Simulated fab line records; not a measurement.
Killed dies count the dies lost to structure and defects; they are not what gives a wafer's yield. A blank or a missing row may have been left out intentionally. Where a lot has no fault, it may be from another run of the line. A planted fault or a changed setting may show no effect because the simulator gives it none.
Which tool did it? | flow berkeleyCmos170 | 13 lots, 39 wafers sampled, at 6 steps of a route of 331

## WHAT EACH GAUGE READ, for each wafer
UCB170_NLDD_CD_MEAS_06 targets a cd of 1200 nm. Usual: cdNm reads 1199.7 nm (standard deviation 1.6).
lot  | measured     | on       | cdNm (nm)            | flag
L791 | day 7 15:48  | cdSem-02 | 1198.8 1199.3 1197.7 | 
L793 | day 8 08:27  | cdSem-02 | 1200.8 1201.7 1200.4 | 
L796 | day 8 08:41  | cdSem-02 | 1198.7 1198.9 1199.7 | 
L794 | day 8 08:56  | cdSem-02 | 1202.1 1200.7 1201.3 | 
L798 | day 9 01:43  | cdSem-02 | 1201.6 1200.7 1202.3 | 
L799 | day 9 03:10  | cdSem-02 | 1197.7 1198.5 1199.0 | 
L801 | day 9 11:44  | cdSem-02 | 1200.6 1199.8 1200.4 | 
L803 | day 9 17:38  | cdSem-02 | 1199.0 1200.6 1198.9 | 
L806 | day 10 13:28 | cdSem-01 | 1200.3 1199.2 1200.1 | 
L812 | day 11 14:01 | cdSem-02 | 1198.4 1198.5 1198.6 | 
L811 | day 11 14:20 | cdSem-01 | 1202.3 1202.1 1201.7 | 
L813 | day 11 22:26 | cdSem-02 | 1200.4 1197.8 1198.4 | 
L814 | day 11 22:37 | cdSem-02 | 1197.8 1197.1 1196.7 | 

UCB170_NSD_CD_MEAS_06 targets a cd of 1200 nm. Usual: cdNm reads 1200.0 nm (standard deviation 1.5).
lot  | measured     | on       | cdNm (nm)            | flag
L791 | day 8 04:43  | cdSem-02 | 1199.8 1199.2 1199.5 | 
L793 | day 8 19:53  | cdSem-02 | 1198.6 1199.1 1198.2 | 
L796 | day 8 21:04  | cdSem-02 | 1199.5 1201.5 1201.0 | 
L794 | day 8 21:26  | cdSem-02 | 1202.0 1201.2 1202.1 | 
L798 | day 9 15:30  | cdSem-02 | 1196.8 1198.3 1198.1 | 
L799 | day 9 15:17  | cdSem-02 | 1199.0 1198.3 1198.6 | 
L801 | day 9 20:35  | cdSem-01 | 1199.6 1200.3 1199.6 | 
L803 | day 10 04:16 | cdSem-01 | 1198.7 1198.7 1199.7 | 
L806 | day 11 00:28 | cdSem-02 | 1200.9 1199.7 1200.0 | 
L812 | day 12 02:42 | cdSem-02 | 1202.5 1202.7 1202.9 | 
L811 | day 12 02:53 | cdSem-01 | 1202.2 1202.7 1201.0 | 
L813 | day 12 11:27 | cdSem-02 | 1198.6 1199.0 1196.6 | 
L814 | day 12 10:50 | cdSem-02 | 1200.2 1199.3 1200.4 | 

UCB170_NSD_TW_MEAS_10. Usual: for NSD_TW the level is 4162 and the standard deviation is 56.
lot  | measured     | on           | NSD_TW         | flag
L791 | day 8 05:07  | filmMetro-03 | 4072 4065 4051 | 
L793 | day 8 20:18  | filmMetro-02 | 4203 4221 4208 | 
L796 | day 8 21:29  | filmMetro-01 | 4201 4196 4182 | 
L794 | day 8 21:50  | filmMetro-03 | 4097 4075 4066 | 
L798 | day 9 15:55  | filmMetro-01 | 4195 4206 4183 | 
L799 | day 9 15:41  | filmMetro-01 | 4195 4217 4219 | 
L801 | day 9 20:58  | filmMetro-01 | 4174 4184 4193 | 
L803 | day 10 04:40 | filmMetro-01 | 30 30 30       | OFF
L806 | day 11 00:53 | filmMetro-03 | 4099 4092 4093 | 
L812 | day 12 03:06 | filmMetro-02 | 4211 4191 4194 | 
L811 | day 12 03:18 | filmMetro-03 | 4132 4117 4128 | 
L813 | day 12 11:50 | filmMetro-02 | 4196 4224 4199 | 
L814 | day 12 11:15 | filmMetro-01 | 4249 4192 4220 | 

## WHICH TOOL RAN EACH LOT (tool, then ch and the chambers of the sampled wafers, then the start)
lot  | UCB170_SPACER_ETCHBACK_03         | UCB170_PSD_STRIP_09                 | UCB170_NSD_STRIP_09
L791 | rieDiel-04 ch 0,3, day 7 21:26    | plasmaAsher-04 ch 0,1, day 7 23:40  | plasmaAsher-03 ch 0,1, day 8 05:00
L793 | rieDiel-01 ch 1,2,3, day 8 15:16  | plasmaAsher-03 ch 0,1, day 8 17:33  | plasmaAsher-01 ch 0,1, day 8 20:12
L796 | rieDiel-03 ch 0,1,3, day 8 15:16  | plasmaAsher-03 ch 0,1, day 8 18:02  | plasmaAsher-02 ch 0,1, day 8 21:23
L794 | rieDiel-04 ch 0,3, day 8 15:21    | plasmaAsher-01 ch 1, day 8 18:16    | plasmaAsher-02 ch 0,1, day 8 21:44
L798 | rieDiel-03 ch 0,1,2, day 9 07:51  | plasmaAsher-01 ch 0,1, day 9 11:17  | plasmaAsher-03 ch 1, day 9 15:49
L799 | rieDiel-01 ch 0,2, day 9 07:51    | plasmaAsher-04 ch 0,1, day 9 11:10  | plasmaAsher-02 ch 0, day 9 15:34
L801 | rieDiel-04 ch 0,2,3, day 9 17:06  | plasmaAsher-01 ch 0,1, day 9 18:54  | plasmaAsher-01 ch 0,1, day 9 20:53
L803 | rieDiel-04 ch 2,3, day 9 23:16    | plasmaAsher-01 ch 0,1, day 10 01:35 | plasmaAsher-01 ch 0,1, day 10 04:34
L806 | rieDiel-03 ch 0,2,3, day 10 20:04 | plasmaAsher-04 ch 0,1, day 10 21:53 | plasmaAsher-02 ch 0,1, day 11 00:47
L812 | rieDiel-01 ch 1,2,3, day 11 23:26 | plasmaAsher-04 ch 0,1, day 12 00:55 | plasmaAsher-02 ch 0,1, day 12 02:59
L811 | rieDiel-03 ch 0,2, day 11 23:26   | plasmaAsher-03 ch 0,1, day 12 01:11 | plasmaAsher-03 ch 0,1, day 12 03:12
L813 | rieDiel-03 ch 0,1,2, day 12 06:14 | plasmaAsher-01 ch 0,1, day 12 07:29 | plasmaAsher-03 ch 0,1, day 12 11:44
L814 | rieDiel-01 ch 0,2, day 12 06:14   | plasmaAsher-03 ch 0,1, day 12 07:34 | plasmaAsher-02 ch 0,1, day 12 11:09
- UCB170_SPACER_ETCHBACK_03: etches SiO2 in CHF3/CF4/Ar, stops on Si, target depth 376 nm, time 100 s.
- UCB170_PSD_STRIP_09: strips in O2.
- UCB170_NSD_STRIP_09: strips in O2.

## WHAT THE TOOLS THEMSELVES READ (means of the sampled wafers that have a number; where no wafer has one, the mark that the record gives instead)
UCB170_SPACER_ETCHBACK_03. Usual: drypumpMotorCurrentA 5.7 A, standard deviation 0.4; oesProductAu 0.911 a.u., standard deviation 0.019; throttleValvePct 6.47 %, standard deviation 0.11.
lot  | tool       | drypumpMotorCurrentA (A) | oesProductAu (a.u.) | throttleValvePct (%) | flag
L791 | rieDiel-04 | 5.5                      | 0.924               | 6.49                 | 
L793 | rieDiel-01 | 6.0                      | 0.894               | 6.39                 | 
L796 | rieDiel-03 | 5.7                      | 0.911               | 6.55                 | 
L794 | rieDiel-04 | 5.6                      | 0.916               | 6.53                 | 
L798 | rieDiel-03 | 5.4                      | 0.907               | 6.46                 | 
L799 | rieDiel-01 | 5.8                      | 0.880               | 6.43                 | 
L801 | rieDiel-04 | 5.5                      | 0.931               | 6.53                 | 
L803 | rieDiel-04 | 5.4                      | 0.930               | 6.53                 | 
L806 | rieDiel-03 | 5.7                      | 0.921               | 6.59                 | 
L812 | rieDiel-01 | 6.0                      | 0.892               | 6.39                 | 
L811 | rieDiel-03 | 5.4                      | 0.901               | 6.53                 | 
L813 | rieDiel-03 | 5.4                      | 0.918               | 6.48                 | 
L814 | rieDiel-01 | 5.5                      | 0.882               | 6.41                 | 

UCB170_PSD_STRIP_09. Usual: drypumpMotorCurrentA 6.07 A, standard deviation 0.29; oesProductAu 0.600 a.u., standard deviation 0.0047; stripTimeToEndpointS 29.39 s, standard deviation 0.08.
lot  | tool           | drypumpMotorCurrentA (A) | oesProductAu (a.u.) | stripTimeToEndpointS (s) | flag
L791 | plasmaAsher-04 | 6.33                     | 0.601               | 29.42                    | 
L793 | plasmaAsher-03 | 5.68                     | 0.599               | 29.40                    | 
L796 | plasmaAsher-03 | 5.93                     | 0.602               | 29.41                    | 
L794 | plasmaAsher-01 | 6.10                     | 0.603               | 29.41                    | 
L798 | plasmaAsher-01 | 6.12                     | 0.603               | 29.45                    | 
L799 | plasmaAsher-04 | 6.33                     | 0.605               | 29.42                    | 
L801 | plasmaAsher-01 | 6.11                     | 0.602               | 29.28                    | 
L803 | plasmaAsher-01 | 6.10                     | 0.434               | -                        | OFF
L806 | plasmaAsher-04 | 6.31                     | 0.600               | 29.34                    | 
L812 | plasmaAsher-04 | 6.33                     | 0.600               | 29.49                    | 
L811 | plasmaAsher-03 | 5.68                     | 0.601               | 29.29                    | 
L813 | plasmaAsher-01 | 6.13                     | 0.605               | 29.36                    | 
L814 | plasmaAsher-03 | 5.69                     | 0.600               | 29.25                    | 

UCB170_NSD_STRIP_09. Usual: drypumpMotorCurrentA 5.91 A, standard deviation 0.3; oesProductAu 0.534 a.u., standard deviation 0.0046; stripTimeToEndpointS 35.83 s, standard deviation 0.087.
lot  | tool           | drypumpMotorCurrentA (A) | oesProductAu (a.u.) | stripTimeToEndpointS (s) | flag
L791 | plasmaAsher-03 | 5.70                     | 0.531               | 35.95                    | 
L793 | plasmaAsher-01 | 6.13                     | 0.537               | 35.76                    | 
L796 | plasmaAsher-02 | 5.83                     | 0.531               | 35.76                    | 
L794 | plasmaAsher-02 | 6.01                     | 0.536               | 35.86                    | 
L798 | plasmaAsher-03 | 5.45                     | 0.532               | 35.85                    | 
L799 | plasmaAsher-02 | 5.65                     | 0.534               | 35.80                    | 
L801 | plasmaAsher-01 | 6.12                     | 0.533               | 35.87                    | 
L803 | plasmaAsher-01 | 6.08                     | 0.610               | 56.31                    | OFF
L806 | plasmaAsher-02 | 5.98                     | 0.536               | 35.77                    | 
L812 | plasmaAsher-02 | 5.84                     | 0.534               | 35.77                    | 
L811 | plasmaAsher-03 | 5.92                     | 0.536               | 35.89                    | 
L813 | plasmaAsher-03 | 5.69                     | 0.533               | 35.79                    | 
L814 | plasmaAsher-02 | 5.99                     | 0.526               | 35.83                    | 

## THE ANSWER, worked out from the rows above alone
Rule: a lot counts as off when the mean over its wafers that have a number is more than 3 standard deviations away from the usual mean. A lot without any number at a reading at which 4 lots or more have one is off too. Where the step has rows for the other lots, those lots are counted as sound. First the gauges in route order, then the tools' own readings, where a lot's mean is used as printed above. The first step at which some lot is off is used, and at that step the reading that is off furthest; a lot without a number counts as furthest.
Off: at UCB170_NSD_TW_MEAS_10 (NSD_TW), L803.
If a tool, at a process step before that reading, ran all the lots that are off and no sound lot after the first of them, it fits. The gauges at UCB170_NSD_TW_MEAS_10 aren't tried: what is off there is off at UCB170_PSD_STRIP_09 too, on other tools, and a gauge's error can't cause that. Can't be told from this: 2 tools fit, rieDiel-04 at UCB170_SPACER_ETCHBACK_03, plasmaAsher-01 at UCB170_NSD_STRIP_09.

## WHAT THE SIMULATOR HAD PUT IN
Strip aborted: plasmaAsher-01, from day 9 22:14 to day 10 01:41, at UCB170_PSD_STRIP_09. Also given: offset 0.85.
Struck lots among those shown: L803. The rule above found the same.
